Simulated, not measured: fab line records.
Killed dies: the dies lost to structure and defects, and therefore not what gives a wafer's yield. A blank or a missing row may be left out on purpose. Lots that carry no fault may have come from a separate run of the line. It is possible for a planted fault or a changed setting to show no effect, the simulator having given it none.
Which of the tools did it? :: flow rit cmos :: Sampling: 14 lots, 42 wafers, 4 of 202 route steps

== WHAT EACH GAUGE READ, for each wafer ==
RIT_NLDD_TW_MEAS_10. Usual: NLDD_TW typically reads 2516, with standard deviation 23.
lot: L715
measured: day 2 18:53
on: film metro-04
NLDD_TW: 2507 2500 2509
flag: 

lot: L717
measured: day 3 05:16
on: film metro-02
NLDD_TW: 2552 2548 2554
flag: 

lot: L718
measured: day 3 08:51
on: film metro-04
NLDD_TW: 2501 2512 2510
flag: 

lot: L719
measured: day 3 15:02
on: film metro-04
NLDD_TW: 2510 2512 2505
flag: 

lot: L721
measured: day 4 00:03
on: film metro-03
NLDD_TW: 2483 2483 2496
flag: 

lot: L722
measured: day 4 05:32
on: film metro-04
NLDD_TW: 2487 2487 2503
flag: 

lot: L723
measured: day 4 09:44
on: film metro-03
NLDD_TW: 1565 1567 1550
flag: OFF

lot: L724
measured: day 4 20:48
on: film metro-02
NLDD_TW: 2558 2565 2544
flag: 

lot: L725
measured: day 4 21:09
on: film metro-04
NLDD_TW: 1543 1547 1555
flag: OFF

lot: L726
measured: day 5 01:59
on: film metro-04
NLDD_TW: 2492 2487 2500
flag: 

lot: L733
measured: day 6 17:44
on: film metro-04
NLDD_TW: 2509 2498 2505
flag: 

lot: L736
measured: day 7 03:35
on: film metro-03
NLDD_TW: 2506 2487 2501
flag: 

lot: L737
measured: day 7 07:53
on: film metro-03
NLDD_TW: 2521 2510 2508
flag: 

lot: L738
measured: day 7 13:25
on: film metro-02
NLDD_TW: 2541 2539 2538
flag: 

RIT_SDANNEAL_RS_MEAS_07: the measuring method here is four-point-probe. Usual: NLDD_RS typically reads 151.7 ohm/sq, with standard deviation 0.57.
lot: L715
measured: day 3 02:55
on: film metro-04
NLDD_RS (ohm/sq): 151.5 152.0 151.6
flag: 

lot: L717
measured: day 3 13:12
on: film metro-03
NLDD_RS (ohm/sq): 150.9 150.8 150.9
flag: 

lot: L718
measured: day 3 16:56
on: film metro-03
NLDD_RS (ohm/sq): 152.0 152.0 152.3
flag: 

lot: L719
measured: day 3 22:56
on: film metro-03
NLDD_RS (ohm/sq): 150.7 151.3 151.1
flag: 

lot: L721
measured: day 4 08:09
on: film metro-03
NLDD_RS (ohm/sq): 152.9 152.7 152.2
flag: 

lot: L722
measured: day 4 13:10
on: film metro-03
NLDD_RS (ohm/sq): 151.2 151.4 151.0
flag: 

lot: L723
measured: day 4 18:55
on: film metro-04
NLDD_RS (ohm/sq): 509.1 515.8 515.8
flag: OFF

lot: L724
measured: day 5 04:43
on: film metro-02
NLDD_RS (ohm/sq): 151.0 150.9 151.8
flag: 

lot: L725
measured: day 5 06:31
on: film metro-04
NLDD_RS (ohm/sq): 520.5 511.7 512.9
flag: OFF

lot: L726
measured: day 5 09:53
on: film metro-04
NLDD_RS (ohm/sq): 151.5 151.9 151.6
flag: 

lot: L733
measured: day 7 01:59
on: film metro-04
NLDD_RS (ohm/sq): 151.3 151.5 151.1
flag: 

lot: L736
measured: day 7 11:13
on: film metro-02
NLDD_RS (ohm/sq): 152.5 151.9 151.8
flag: 

lot: L737
measured: day 7 15:53
on: film metro-02
NLDD_RS (ohm/sq): 152.2 151.6 152.1
flag: 

lot: L738
measured: day 7 21:47
on: film metro-02
NLDD_RS (ohm/sq): 152.4 153.1 151.5
flag: 

== WHAT TOOL EACH LOT RAN ON (gives the tool, then ch and the chambers of the sampled wafers, and finally the start) ==
lot: L715
RIT_NRETRO_STRIP_09: plasma asher-03 ch 0,1, day 2 07:38
RIT_NLDD_IMPLANT_08: implanter-02 ch 0, day 2 18:35

lot: L717
RIT_NRETRO_STRIP_09: plasma asher-02 ch 0,1, day 2 15:43
RIT_NLDD_IMPLANT_08: implanter-02 ch 0, day 3 04:57

lot: L718
RIT_NRETRO_STRIP_09: plasma asher-01 ch 0,1, day 2 21:20
RIT_NLDD_IMPLANT_08: implanter-03 ch 0, day 3 08:31

lot: L719
RIT_NRETRO_STRIP_09: plasma asher-03 ch 0,1, day 3 02:10
RIT_NLDD_IMPLANT_08: implanter-01 ch 0, day 3 14:44

lot: L721
RIT_NRETRO_STRIP_09: plasma asher-01 ch 0,1, day 3 12:34
RIT_NLDD_IMPLANT_08: implanter-03 ch 0, day 3 23:43

lot: L722
RIT_NRETRO_STRIP_09: plasma asher-02 ch 0,1, day 3 16:24
RIT_NLDD_IMPLANT_08: implanter-02 ch 0, day 4 05:13

lot: L723
RIT_NRETRO_STRIP_09: plasma asher-02 ch 0,1, day 3 21:17
RIT_NLDD_IMPLANT_08: implanter-03 ch 0, day 4 09:24

lot: L724
RIT_NRETRO_STRIP_09: plasma asher-03 ch 0,1, day 4 03:14
RIT_NLDD_IMPLANT_08: implanter-02 ch 0, day 4 20:29

lot: L725
RIT_NRETRO_STRIP_09: plasma asher-02 ch 0,1, day 4 08:01
RIT_NLDD_IMPLANT_08: implanter-03 ch 0, day 4 20:49

lot: L726
RIT_NRETRO_STRIP_09: plasma asher-02 ch 0,1, day 4 13:05
RIT_NLDD_IMPLANT_08: implanter-01 ch 0, day 5 01:40

lot: L733
RIT_NRETRO_STRIP_09: plasma asher-03 ch 1, day 6 04:41
RIT_NLDD_IMPLANT_08: implanter-01 ch 0, day 6 17:25

lot: L736
RIT_NRETRO_STRIP_09: plasma asher-03 ch 0,1, day 6 15:37
RIT_NLDD_IMPLANT_08: implanter-02 ch 0, day 7 03:16

lot: L737
RIT_NRETRO_STRIP_09: plasma asher-03 ch 0,1, day 6 20:23
RIT_NLDD_IMPLANT_08: implanter-02 ch 0, day 7 07:35

lot: L738
RIT_NRETRO_STRIP_09: plasma asher-02 ch 0,1, day 7 00:50
RIT_NLDD_IMPLANT_08: implanter-01 ch 0, day 7 13:05
- RIT_NRETRO_STRIP_09: strips in O2, time 180 s.
- RIT_NLDD_IMPLANT_08

== WHAT THE TOOLS THEMSELVES READ (means of the sampled wafers that have a number; where no wafer has one, the mark that the record gives instead) ==
RIT_NRETRO_STRIP_09. Usual: drypump motor current A 5.7 A, standard deviation 0.5.
lot: L715
tool: plasma asher-03
drypump motor current A (A): 6.0
flag: 

lot: L717
tool: plasma asher-02
drypump motor current A (A): 5.4
flag: 

lot: L718
tool: plasma asher-01
drypump motor current A (A): 6.1
flag: 

lot: L719
tool: plasma asher-03
drypump motor current A (A): 5.9
flag: 

lot: L721
tool: plasma asher-01
drypump motor current A (A): 6.1
flag: 

lot: L722
tool: plasma asher-02
drypump motor current A (A): 5.0
flag: 

lot: L723
tool: plasma asher-02
drypump motor current A (A): 5.0
flag: 

lot: L724
tool: plasma asher-03
drypump motor current A (A): 6.0
flag: 

lot: L725
tool: plasma asher-02
drypump motor current A (A): 5.0
flag: 

lot: L726
tool: plasma asher-02
drypump motor current A (A): 5.0
flag: 

lot: L733
tool: plasma asher-03
drypump motor current A (A): 6.0
flag: 

lot: L736
tool: plasma asher-03
drypump motor current A (A): 5.9
flag: 

lot: L737
tool: plasma asher-03
drypump motor current A (A): 6.0
flag: 

lot: L738
tool: plasma asher-02
drypump motor current A (A): 5.0
flag: 

RIT_NLDD_IMPLANT_08. Usual: dose ions cm2 5e+14, standard deviation 5e+11; end station pressure torr 6.2e-06 Torr, standard deviation 3.3e-07; faraday current uA 1569, standard deviation 30.
lot: L715
tool: implanter-02
dose ions cm2: 5e+14
end station pressure torr (Torr): 6.0e-06
faraday current uA: 1565
flag: 

lot: L717
tool: implanter-02
dose ions cm2: 5e+14
end station pressure torr (Torr): 6.1e-06
faraday current uA: 1579
flag: 

lot: L718
tool: implanter-03
dose ions cm2: 5e+14
end station pressure torr (Torr): 6.5e-06
faraday current uA: 1581
flag: 

lot: L719
tool: implanter-01
dose ions cm2: 5e+14
end station pressure torr (Torr): 6.3e-06
faraday current uA: 1575
flag: 

lot: L721
tool: implanter-03
dose ions cm2: 5e+14
end station pressure torr (Torr): 6.2e-06
faraday current uA: 1589
flag: 

lot: L722
tool: implanter-02
dose ions cm2: 5e+14
end station pressure torr (Torr): 6.3e-06
faraday current uA: 1548
flag: 

lot: L723
tool: implanter-03
dose ions cm2: 1e+14
end station pressure torr (Torr): 5.4e-06
faraday current uA: 314
flag: OFF

lot: L724
tool: implanter-02
dose ions cm2: 5e+14
end station pressure torr (Torr): 6.4e-06
faraday current uA: 1570
flag: 

lot: L725
tool: implanter-03
dose ions cm2: 1e+14
end station pressure torr (Torr): 5.0e-06
faraday current uA: 314
flag: OFF

lot: L726
tool: implanter-01
dose ions cm2: 5e+14
end station pressure torr (Torr): 5.9e-06
faraday current uA: 1571
flag: 

lot: L733
tool: implanter-01
dose ions cm2: 5e+14
end station pressure torr (Torr): 6.5e-06
faraday current uA: 1545
flag: 

lot: L736
tool: implanter-02
dose ions cm2: 5e+14
end station pressure torr (Torr): 6.2e-06
faraday current uA: 1597
flag: 

lot: L737
tool: implanter-02
dose ions cm2: 5e+14
end station pressure torr (Torr): 6.3e-06
faraday current uA: 1582
flag: 

lot: L738
tool: implanter-01
dose ions cm2: 5e+14
end station pressure torr (Torr): 6.1e-06
faraday current uA: 1560
flag: 

== THE ANSWER, worked out from the rows above alone ==
Rule: a lot counts as off when the mean over its wafers that have a number is more than 3 standard deviations away from the usual mean. A lot without any number at a reading at which 4 lots or more have one is off too. Where the step has rows for the other lots, those lots are counted as sound. Order of review: gauges by route order, followed by the tools' own readings, for which a lot's mean as printed above is used. The first step at which some lot is off is used, and at that step the reading that is off furthest; a lot without a number counts as furthest.
Off: at RIT_NLDD_TW_MEAS_10 (NLDD_TW), L723, L725.
If a tool, at a process step before that reading, ran all the lots that are off and no sound lot after the first of them, it fits. Not tried: the gauges at RIT_NLDD_TW_MEAS_10; whatever is off there is also off at RIT_NLDD_IMPLANT_08, on other tools, and gauge error can't account for it. One fits: RIT_NLDD_IMPLANT_08 on implanter-03. A fault onset in the window from L721 (day 3 23:43, its last sound lot) to L723 (day 4 09:24, its first lot off) fits.
The tool's own readings at RIT_NLDD_IMPLANT_08 bear it out: on the lots that are off they differ by more than 5 times the standard deviation of the sound lots' means. dose ions cm2 reads 1e+14 there against 5e+14 on the sound lots; end station pressure torr reads 5.2e-06 Torr there against 6.2e-06 Torr on the sound lots; faraday current uA reads 314 there against 1572 on the sound lots.

== WHAT WAS PUT IN BY THE SIMULATOR ==
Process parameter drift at RIT_NLDD_IMPLANT_08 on implanter-03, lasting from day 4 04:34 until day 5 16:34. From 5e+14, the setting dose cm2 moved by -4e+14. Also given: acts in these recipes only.
Shown lots that were struck: L723, L725. The same result came from the rule above.
